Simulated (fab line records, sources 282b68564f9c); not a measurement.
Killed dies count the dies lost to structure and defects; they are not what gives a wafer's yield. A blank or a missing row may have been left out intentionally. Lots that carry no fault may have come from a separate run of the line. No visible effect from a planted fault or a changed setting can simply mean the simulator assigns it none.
fab line records | flow rit-cmos
record: lots: 14 wafers: 42 last-day: 7
route steps=202 shown GATE@89 NLDD@113 PLDD@123 M1@202
lots with no fault: from the same line, run without faults
start-h: start of the lot's first displayed wafer, in hours after the record's first day | wait-h: hours elapsed since this lot's preceding step | " the same as in the row above | L1.1+2: a row that stands for several wafers | - no value, or no start given | * or withheld: withheld | < > ~ a bound
route shown NAME@n: names a module that has steps shown in the file, with the first one's number in the route | usual: mean and standard deviation over wafers with no fault | same: alike in all rows | chamber/n: place in a boat | sites: per-site readings | _std_site: standard deviation across them | _edge_site: inner sites' mean taken away from outer sites' mean | radius-mm: for every site, how far away it sits from the centre of the wafer | mask NAME#n: copy n | behind: the most recent tool/chamber to have shaped the wafer | hold: why the lot went on hold/how many hours it stayed there/how the hold came to an end | device: names the non-switching transistor (n, p or np) | end of line: at the end of the route, the tests of the same wafers | a step without rows: its recipe alone | killed: count of dies lost to structure and defects at first sort (not the wafer's yield) | map: dies across one wafer; x = killed, . = not, _ = none there
set.NAME: the setting the step ran with; set.NAME@STEP: the setting that earlier step ran with | model.NAME: the simulator's own value behind a step, which no gauge read
one table for each step of the route and one row for each wafer, over a sample of lots
services: from which hour (start-h, from the record's first day; less than 0 if before it) a tool's chamber was out of use, for how many hours, and why
== steps ==
step: RIT_GATE_EXPOSE_13
recipe: mask-id: M6 na: 0.6 source-shape: conventional sigma-outer: 0.6 target-cd-nm: 150 dose-mj: 380
columns lot.wafer tool chamber start-h wait-h mask
L837.2+4+6 iline-stepper-02 0 37.88 0.1 M6#0
L838.1+3+5 iline-stepper-01 0 41.95 0.2 M6#0
L839.1+3+6 iline-stepper-02 0 45.69 0.2 M6#0
L840.1+4+5 iline-stepper-01 0 51.36 0.2 M6#0
L841.2+3+5 iline-stepper-01 0 57.42 0.1 M6#0
L843.2+5+6 iline-stepper-02 0 66.58 0.1 M6#0
L844.3+4+6 iline-stepper-01 0 70.32 0.2 M6#0
L845.1+2+6 iline-stepper-02 0 75.69 0.2 M6#0
L847.3+4+5 iline-stepper-01 0 89.88 0.2 M6#0
L849.2+5+6 iline-stepper-01 0 97.57 0.2 M6#0
L851.1+3+5 iline-stepper-02 0 110.61 0.1 M6#0
L854.2+3+6 iline-stepper-02 0 123.72 0.2 M6#0
L858.2+4+5 iline-stepper-02 0 142.70 0.2 M6#0
L859.1+2+4 iline-stepper-02 0 147.31 0.1 M6#0
step: RIT_GATE_OVL_MEAS_17
usual: GATE_OVL: -0.7/1.4
columns lot.wafer tool chamber start-h wait-h GATE_OVL[nm]
L837.2 overlay-02 - 38.39 0.1 -2.4
L837.4 " - " " -2.1
L837.6 " - " " -2.1
L838.1 overlay-01 - 42.47 0.1 -3.0
L838.3 " - " " 0.3
L838.5 " - " " 0.4
L839.1 overlay-01 - 46.26 0.1 2.1
L839.3 " - " " 1.6
L839.6 " - " " -0.1
L840.1 overlay-02 - 51.88 0.1 -1.6
L840.4 " - " " -2.1
L840.5 " - " " -1.8
L841.2 overlay-01 - 57.92 0.1 -2.0
L841.3 " - " " 0.0
L841.5 " - " " -1.0
L843.2 overlay-02 - 67.09 0.1 -2.8
L843.5 " - " " -2.7
L843.6 " - " " -3.5
L844.3 overlay-01 - 70.81 0.1 127.1
L844.4 " - " " 126.1
L844.6 " - " " 130.0
L845.1 overlay-01 - 76.21 0.1 0.4
L845.2 " - " " 0.1
L845.6 " - " " -0.7
L847.3 overlay-02 - 90.38 0.1 129.6
L847.4 " - " " 130.1
L847.5 " - " " 129.0
L849.2 overlay-01 - 98.08 0.1 129.0
L849.5 " - " " 129.0
L849.6 " - " " 129.1
L851.1 overlay-01 - 111.29 0.1 0.1
L851.3 " - " " -0.3
L851.5 " - " " 3.4
L854.2 overlay-01 - 124.22 0.1 -2.1
L854.3 " - " " -1.7
L854.6 " - " " -1.2
L858.2 overlay-01 - 143.21 0.1 0.3
L858.4 " - " " 1.5
L858.5 " - " " 1.6
L859.1 overlay-02 - 147.83 0.1 0.7
L859.2 " - " " -0.8
L859.4 " - " " -1.2
step: RIT_GATE_CD_MEAS_90
recipe: target-cd-nm: 150
usual: cd-nm: 150.0/2.4
columns lot.wafer tool chamber start-h wait-h cd-nm
L837.2 cd-sem-01 - 38.97 0.1 150.6
L837.4 " - " " 154.6
L837.6 " - " " 152.4
L838.1 cd-sem-01 - 42.94 0.1 150.2
L838.3 " - " " 148.5
L838.5 " - " " 148.1
L839.1 cd-sem-02 - 46.73 0.1 146.9
L839.3 " - " " 145.5
L839.6 " - " " 143.9
L840.1 cd-sem-01 - 52.35 0.1 147.6
L840.4 " - " " 149.2
L840.5 " - " " 147.5
L841.2 cd-sem-01 - 58.41 0.1 148.7
L841.3 " - " " 147.2
L841.5 " - " " 149.7
L843.2 cd-sem-02 - 67.68 0.1 152.9
L843.5 " - " " 150.0
L843.6 " - " " 149.3
L844.3 cd-sem-01 - 71.31 0.1 151.9
L844.4 " - " " 151.8
L844.6 " - " " 151.5
L845.1 cd-sem-02 - 76.68 0.1 150.6
L845.2 " - " " 152.2
L845.6 " - " " 152.8
L847.3 cd-sem-02 - 90.88 0.1 150.0
L847.4 " - " " 152.6
L847.5 " - " " 150.5
L849.2 cd-sem-02 - 98.56 0.1 152.6
L849.5 " - " " 153.4
L849.6 " - " " 155.5
L851.1 cd-sem-01 - 111.82 0.1 149.1
L851.3 " - " " 148.9
L851.5 " - " " 149.9
L854.2 cd-sem-02 - 124.71 0.1 146.0
L854.3 " - " " 147.7
L854.6 " - " " 147.2
L858.2 cd-sem-01 - 143.69 0.1 147.1
L858.4 " - " " 146.9
L858.5 " - " " 147.1
L859.1 cd-sem-01 - 148.30 0.1 152.3
L859.2 " - " " 152.7
L859.4 " - " " 152.9
step: RIT_NLDD_TW_MEAS_10
usual: NLDD_TW: 2533/22
columns lot.wafer tool chamber start-h wait-h NLDD_TW
L837.2 film-metro-04 - 43.42 0.1 2530
L837.4 " - " " 2510
L837.6 " - " " 2508
L838.1 film-metro-02 - 47.40 0.1 2514
L838.3 " - " " 2509
L838.5 " - " " 2501
L839.1 film-metro-03 - 51.31 0.1 2549
L839.3 " - " " 2560
L839.6 " - " " 2565
L840.1 film-metro-03 - 57.48 0.1 2556
L840.4 " - " " 2562
L840.5 " - " " 2569
L841.2 film-metro-02 - 62.98 0.1 2512
L841.3 " - " " 2502
L841.5 " - " " 2501
L843.2 film-metro-03 - 72.25 0.1 2529
L843.5 " - " " 2529
L843.6 " - " " 2541
L844.3 film-metro-04 - 76.15 0.1 2534
L844.4 " - " " 2536
L844.6 " - " " 2529
L845.1 film-metro-02 - 83.19 0.1 2522
L845.2 " - " " 2513
L845.6 " - " " 2507
L847.3 film-metro-03 - 96.08 0.1 2556
L847.4 " - " " 2552
L847.5 " - " " 2552
L849.2 film-metro-03 - 103.14 0.1 2542
L849.5 " - " " 2561
L849.6 " - " " 2549
L851.1 film-metro-04 - 117.90 0.1 2515
L851.3 " - " " 2517
L851.5 " - " " 2523
L854.2 film-metro-02 - 129.16 0.1 2519
L854.3 " - " " 2517
L854.6 " - " " 2519
L858.2 film-metro-04 - 148.55 0.1 2519
L858.4 " - " " 2528
L858.5 " - " " 2525
L859.1 film-metro-04 - 152.88 0.1 2538
L859.2 " - " " 2533
L859.4 " - " " 2540
step: RIT_PLDD_STRIP_09
recipe: chemistry: O2 time-s: 180 resist: NOVOLAK platen-temp-c: withheld power-w: 500 pressure-mtorr: 4000 o2-flow-sccm: 4000
usual: drypump-motor-current-A: 5.9/0.43
columns lot.wafer tool chamber start-h wait-h drypump-motor-current-A rf-hours-counter-h
L837.2 plasma-asher-02 0 44.65 0.1 6.4 40
L837.4 " 1 " " 5.7 -
L837.6 " 0 " " 6.4 -
L838.1 plasma-asher-03 0 48.81 0.1 6.0 26
L838.3 " 1 " " 5.7 -
L838.5 " 1 " " 5.7 -
L839.1 plasma-asher-01 1 52.68 0.1 6.0 41
L839.3 " 1 " " 6.0 -
L839.6 " 1 " " 6.0 -
L840.1 plasma-asher-03 1 58.72 0.1 5.7 27
L840.4 " 1 " " 5.7 -
L840.5 " 1 " " 5.7 -
L841.2 plasma-asher-02 1 64.22 0.1 5.7 42
L841.3 " 1 " " 5.7 -
L841.5 " 0 " " 6.5 -
L843.2 plasma-asher-01 1 73.48 0.1 6.0 43
L843.5 " 0 " " 5.1 -
L843.6 " 1 " " 6.1 -
L844.3 plasma-asher-01 0 77.44 0.1 5.1 -
L844.4 " 1 " " 6.1 -
L844.6 " 0 " " 5.1 -
L845.1 plasma-asher-01 1 84.56 0.1 6.1 44
L845.2 " 0 " " 5.1 44
L845.6 " 0 " " 5.1 -
L847.3 plasma-asher-01 1 97.51 0.1 6.1 -
L847.4 " 0 " " 5.1 -
L847.5 " 0 " " 5.1 -
L849.2 plasma-asher-03 1 104.45 0.1 5.7 29
L849.5 " 0 " " 6.0 -
L849.6 " 1 " " 5.7 -
L851.1 plasma-asher-02 0 119.27 0.1 6.5 50
L851.3 " 1 " " 5.7 -
L851.5 " 1 " " 5.7 -
L854.2 plasma-asher-02 1 130.73 0.1 5.7 51
L854.3 " 0 " " 6.5 -
L854.6 " 0 " " 6.5 -
L858.2 plasma-asher-02 1 149.91 0.1 5.7 53
L858.4 " 1 " " 5.7 -
L858.5 " 1 " " 5.7 -
L859.1 plasma-asher-02 0 154.13 0.1 6.5 54
L859.2 " 1 " " 5.7 54
L859.4 " 1 " " 5.8 -
step: RIT_M1_PROBE_99
usual: killed-at-contacts: 0.1/0.24 killed-at-front-end: 6.8/2.8 killed-dies: 6.9/2.8 killed-open: 3.3/1.9 killed-short: 3.5/1.8
same: gross-dies: 264 killed_at_M0_to_M3: 0 killed_at_M4_up: 0 killed-at-back-side: 0 killed-at-other: 0
columns lot.wafer tool chamber start-h wait-h killed-at-contacts killed-at-front-end killed-dies killed-open killed-short
L837.2 prober-01 - 58.74 0.1 0 4 4 2 2
L837.4 prober-01 - 58.84 0.2 0 5 5 2 3
L837.6 prober-01 - 58.94 0.2 0 12 12 3 9
L838.1 prober-02 - 63.04 0.1 0 3 3 2 1
L838.3 prober-02 - 63.14 0.2 0 0 0 0 0
L838.5 prober-02 - 63.24 0.2 0 9 9 4 5
L839.1 prober-01 - 66.16 0.1 0 9 9 7 2
L839.3 prober-01 - 66.26 0.2 0 5 5 1 4
L839.6 prober-01 - 66.41 0.2 0 5 5 2 3
L840.1 prober-02 - 72.65 0.1 1 9 10 6 4
L840.4 prober-02 - 72.80 0.2 0 7 7 2 5
L840.5 prober-02 - 72.85 0.2 0 4 4 1 3
L841.2 prober-01 - 78.72 0.1 0 7 7 4 3
L841.3 prober-01 - 78.77 0.2 0 5 5 2 3
L841.5 prober-01 - 78.87 0.2 0 9 9 7 2
L843.2 prober-01 - 87.24 0.1 0 8 8 2 6
L843.5 prober-01 - 87.39 0.2 0 9 9 6 3
L843.6 prober-01 - 87.44 0.2 0 7 7 4 3
L844.3 prober-02 - 91.04 0.2 0 10 10 6 4
L844.4 prober-02 - 91.09 0.2 0 7 7 0 6
L844.6 prober-02 - 91.19 0.2 0 10 10 2 7
L845.1 prober-01 - 98.24 0.1 0 2 2 2 0
L845.2 prober-01 - 98.29 0.1 0 5 5 3 2
L845.6 prober-01 - 98.49 0.2 0 5 5 2 3
L847.3 prober-01 - 112.97 0.2 0 8 8 5 3
L847.4 prober-01 - 113.02 0.2 0 5 5 1 4
L847.5 prober-01 - 113.07 0.2 0 8 8 6 2
L849.2 prober-01 - 120.23 0.1 0 2 2 0 2
L849.5 prober-01 - 120.38 0.2 0 6 6 2 4
L849.6 prober-01 - 120.43 0.2 0 10 10 8 2
L851.1 prober-01 - 133.74 0.4 0 5 5 3 2
L851.3 prober-01 - 133.84 0.5 0 5 5 0 5
L851.5 prober-01 - 133.94 0.5 0 7 7 3 4
L854.2 prober-02 - 145.34 0.1 0 10 10 5 5
L854.3 prober-02 - 145.39 0.2 0 13 13 7 6
L854.6 prober-02 - 145.54 0.2 0 12 12 8 4
L858.2 prober-01 - 163.66 0.1 0 7 7 1 6
L858.4 prober-01 - 163.76 0.2 0 8 8 3 5
L858.5 prober-01 - 163.81 0.2 0 13 13 5 8
L859.1 prober-02 - 168.15 0.1 0 6 6 4 2
L859.2 prober-02 - 168.20 0.1 0 5 5 4 1
L859.4 prober-02 - 168.30 0.2 0 4 4 2 2
killed by level:class
L837.2 FOX1:geometric-particle:open=2 FOX1:geometric-particle:short=1 GATE:geometric-particle:short=1
L837.4 FOX1:geometric-particle:short=1 GATE:geometric-particle:short=1 GATE:geometric-particle:open=1 REOX:geometric-particle:short=1 SILICIDE:geometric-particle:open=1
L837.6 GATE:geometric-particle:short=3 REOX:geometric-particle:short=2 SPACER:geometric-particle:short=2 FOX1:geometric-particle:short=1 FOX1:geometric-particle:open=1 FOX2:geometric-particle:open=1 REOX:geometric-particle:open=1 SILICIDE:geometric-particle:short=1
L838.1 FOX2:geometric-particle:short=1 GATE:geometric-particle:open=1 SILICIDE:geometric-particle:open=1
L838.3
L838.5 GATE:geometric-particle:open=4 GATE:geometric-particle:short=2 FOX1:geometric-particle:short=1 SPACER:geometric-particle:short=1 SILICIDE:geometric-particle:short=1
L839.1 GATE:geometric-particle:open=2 REOX:geometric-particle:open=2 SPACER:geometric-particle:open=2 FOX2:geometric-particle:short=1 GATE:geometric-particle:short=1 SILICIDE:geometric-particle:open=1
L839.3 FOX2:geometric-particle:short=2 GATE:geometric-particle:short=1 SPACER:geometric-particle:short=1 SPACER:geometric-particle:open=1
L839.6 GATE:geometric-particle:short=2 GATE:geometric-particle:open=2 SILICIDE:geometric-particle:short=1
L840.1 FOX1:geometric-particle:open=2 FOX1:geometric-particle:short=2 GATE:geometric-particle:open=2 FOX2:geometric-particle:open=1 FOX2:geometric-particle:short=1 SPACER:geometric-particle:open=1 CONTACT:geometric-particle:short=1
L840.4 GATE:geometric-particle:short=3 FOX1:geometric-particle:short=1 FOX1:geometric-particle:open=1 REOX:geometric-particle:short=1 SILICIDE:geometric-particle:open=1
L840.5 SILICIDE:geometric-particle:short=3 GATE:geometric-particle:open=1
L841.2 FOX1:geometric-particle:short=1 FOX1:geometric-particle:open=1 FOX2:geometric-particle:short=1 GATE:geometric-particle:open=1 REOX:geometric-particle:open=1 SPACER:geometric-particle:short=1 SILICIDE:geometric-particle:open=1
L841.3 GATE:geometric-particle:open=2 FOX1:geometric-particle:short=1 GATE:geometric-particle:short=1 SPACER:geometric-particle:short=1
L841.5 FOX1:geometric-particle:open=3 REOX:geometric-particle:open=2 FOX1:geometric-particle:short=1 GATE:geometric-particle:open=1 REOX:geometric-particle:short=1 SPACER:geometric-particle:open=1
L843.2 GATE:geometric-particle:short=4 FOX1:geometric-particle:short=1 FOX1:geometric-particle:open=1 GATE:geometric-particle:open=1 SPACER:geometric-particle:short=1
L843.5 GATE:geometric-particle:open=5 ACTIVE:geometric-particle:short=1 FOX2:geometric-particle:open=1 GATE:geometric-particle:short=1 SPACER:geometric-particle:short=1
L843.6 GATE:geometric-particle:short=3 FOX1:geometric-particle:open=1 GATE:geometric-particle:open=1 REOX:geometric-particle:open=1 SPACER:geometric-particle:open=1
L844.3 REOX:geometric-particle:open=3 SILICIDE:geometric-particle:short=2 SILICIDE:geometric-particle:open=2 GATE:geometric-particle:open=1 GATE:geometric-particle:short=1 REOX:geometric-particle:short=1
L844.4 REOX:geometric-particle:short=4 FOX2:geometric-particle:short=1 GATE:geometric-particle:short=1 NRETRO:coat-microbubble-printed=1
L844.6 GATE:geometric-particle:short=5 GATE:geometric-particle:open=1 REOX:geometric-particle:open=1 REOX:geometric-particle:short=1 SPACER:geometric-particle:short=1 NRETRO:coat-microbubble-printed=1
L845.1 GATE:geometric-particle:open=1 SPACER:geometric-particle:open=1
L845.2 FOX1:geometric-particle:short=2 GATE:geometric-particle:open=2 SILICIDE:geometric-particle:open=1
L845.6 SPACER:geometric-particle:short=2 FOX2:geometric-particle:short=1 GATE:geometric-particle:open=1 SILICIDE:geometric-particle:open=1
L847.3 GATE:geometric-particle:open=2 REOX:geometric-particle:open=2 FOX1:geometric-particle:short=1 FOX2:geometric-particle:open=1 GATE:geometric-particle:short=1 REOX:geometric-particle:short=1
L847.4 SPACER:geometric-particle:short=2 GATE:geometric-particle:open=1 REOX:geometric-particle:short=1 SILICIDE:geometric-particle:short=1
L847.5 GATE:geometric-particle:open=3 REOX:geometric-particle:open=3 GATE:geometric-particle:short=1 REOX:geometric-particle:short=1
L849.2 GATE:geometric-particle:short=1 REOX:geometric-particle:short=1
L849.5 GATE:geometric-particle:short=4 GATE:geometric-particle:open=1 SPACER:geometric-particle:open=1
L849.6 GATE:geometric-particle:open=5 SPACER:geometric-particle:open=2 FOX1:geometric-particle:open=1 GATE:geometric-particle:short=1 REOX:geometric-particle:short=1
L851.1 FOX1:geometric-particle:short=1 FOX1:geometric-particle:open=1 GATE:geometric-particle:short=1 GATE:geometric-particle:open=1 REOX:geometric-particle:open=1
L851.3 FOX2:geometric-particle:short=3 GATE:geometric-particle:short=1 SPACER:geometric-particle:short=1
L851.5 FOX1:geometric-particle:short=2 FOX2:geometric-particle:open=1 GATE:geometric-particle:short=1 GATE:geometric-particle:open=1 REOX:geometric-particle:short=1 SILICIDE:geometric-particle:open=1
L854.2 GATE:geometric-particle:short=3 GATE:geometric-particle:open=2 FOX1:geometric-particle:open=1 FOX1:geometric-particle:short=1 FOX2:geometric-particle:open=1 SPACER:geometric-particle:open=1 SILICIDE:geometric-particle:short=1
L854.3 FOX2:geometric-particle:open=3 FOX2:geometric-particle:short=2 GATE:geometric-particle:short=2 SPACER:geometric-particle:open=2 SPACER:geometric-particle:short=2 FOX1:geometric-particle:open=1 GATE:geometric-particle:open=1
L854.6 GATE:geometric-particle:open=5 FOX1:geometric-particle:short=1 FOX1:geometric-particle:open=1 FOX2:geometric-particle:short=1 GATE:geometric-particle:short=1 REOX:geometric-particle:short=1 REOX:geometric-particle:open=1 SILICIDE:geometric-particle:open=1
L858.2 GATE:geometric-particle:short=2 REOX:geometric-particle:short=2 SILICIDE:geometric-particle:short=2 SILICIDE:geometric-particle:open=1
L858.4 GATE:geometric-particle:short=3 GATE:geometric-particle:open=2 REOX:geometric-particle:short=1 SILICIDE:geometric-particle:open=1 SILICIDE:geometric-particle:short=1
L858.5 REOX:geometric-particle:short=3 SILICIDE:geometric-particle:short=3 GATE:geometric-particle:open=2 REOX:geometric-particle:open=2 FOX1:geometric-particle:short=1 GATE:geometric-particle:short=1 SILICIDE:geometric-particle:open=1
L859.1 GATE:geometric-particle:open=3 GATE:geometric-particle:short=2 FOX1:geometric-particle:open=1
L859.2 GATE:geometric-particle:open=2 REOX:geometric-particle:open=2 SPACER:geometric-particle:short=1
L859.4 SPACER:geometric-particle:short=2 FOX1:geometric-particle:open=1 FOX2:geometric-particle:open=1
== services ==
columns tool chamber start-h hours kind
plasma-asher-01 - 22.10 1.8 repair
iline-stepper-01 0 36.84 - calibration
plasma-asher-03 - 74.96 24.9 pm
plasma-asher-01 - 85.33 2.8 pm
iline-stepper-02 - 97.56 2.5 repair
iline-stepper-01 - 119.86 1.7 pm
plasma-asher-03 - 142.42 14.6 pm
== key ==
first-sign: step: RIT_GATE_OVL_MEAS_17 reading: GATE_OVL direction: up sigmas: 95 usual: -0.7 struck: 128.8
effect none on later readings
met-at RIT_GATE_EXPOSE_13
struck-lots L844,L847,L849
tester-left-out L844,L847,L849
not-acting-at RIT_GATE_CD_MEAS_90,RIT_NLDD_TW_MEAS_10,RIT_PLDD_STRIP_09
onset-between 57.42 70.32
fault: kind: scanner-matching-overlay tool: iline-stepper-01 chamber: - onset-h: 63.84 steps: RIT_GATE_EXPOSE_13 offset: 130
tester-left-out: of these lots the tester's yield and bins aren't shown, on N5 and GAA mostly nor the transistor test; their killed dies are dies lost to structure and defects alone, not to doping, threshold or leakage, so they don't give the yield
